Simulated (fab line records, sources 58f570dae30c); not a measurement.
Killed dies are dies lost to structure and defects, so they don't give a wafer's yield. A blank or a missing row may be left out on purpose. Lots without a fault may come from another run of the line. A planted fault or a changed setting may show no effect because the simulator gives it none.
Which tool did it? | flow berkeley_cmos170 | 7 lots, 21 wafers sampled, at 2 steps of a route of 331

WHAT THE GAUGES READ, wafer by wafer
UCB170_NLDD_TW_MEAS_11.
lot  | measured     | on            | NLDD_TW
L196 | day 7 12:14  | film_metro-03 | 2210 2201 2201
L200 | day 8 09:19  | film_metro-03 | 2207 2202 2194
L206 | day 9 12:32  | film_metro-03 | 30 30 30
L210 | day 10 19:58 | film_metro-01 | 2205 2192 2210
L211 | day 11 06:42 | film_metro-01 | 2211 2209 2214
L215 | day 11 19:05 | film_metro-02 | 2215 2200 2225
L218 | day 12 02:10 | film_metro-03 | 2202 2203 2199

WHICH TOOL RAN EACH LOT (tool, then ch and the chambers of the sampled wafers, then the start)
lot  | UCB170_NLDD_DEVELOP_05
L196 | litho_track-02 ch 0, day 7 11:00
L200 | litho_track-03 ch 0, day 8 08:00
L206 | litho_track-02 ch 0, day 9 11:00
L210 | litho_track-04 ch 0, day 10 19:00
L211 | litho_track-04 ch 0, day 11 06:00
L215 | litho_track-03 ch 0, day 11 18:00
L218 | litho_track-03 ch 0, day 12 01:00
- UCB170_NLDD_DEVELOP_05: develop time 45 s.

THE ANSWER, worked out from the rows above alone
Rule: what is usual is taken from the lots themselves. Put in order of their means at a reading, lots are off if they are a third of the lots or fewer, leave a main group of 4 or more, and stand apart from it by a gap of 3 or more times the standard deviation of the main group's means; of several such gaps the widest counts. A main group whose means are all the same, to the digits that the tables above print for the reading, isn't used. A lot without any number at a reading at which 4 lots or more have one is off too. The other lots that the step has rows for count as sound.
Off: L206, at UCB170_NLDD_TW_MEAS_11 (NLDD_TW). The main group: mean 2206, standard deviation 4.9.
A tool fits if, at a process step before that reading, it ran every lot that is off, and no sound lot after the first of them. The gauges at UCB170_NLDD_TW_MEAS_11 are tried like those tools. One fits: litho_track-02 at UCB170_NLDD_DEVELOP_05. Its last sound lot is L196 (day 7 11:00), its first lot that is off L206 (day 9 11:00): a fault that began between those two fits.

WHAT THE SIMULATOR HAD PUT IN
Process parameter drift: litho_track-02, from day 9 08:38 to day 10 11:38, at UCB170_NLDD_DEVELOP_05. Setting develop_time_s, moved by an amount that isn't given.
Lots struck among those shown: L206. The rule above found the same.
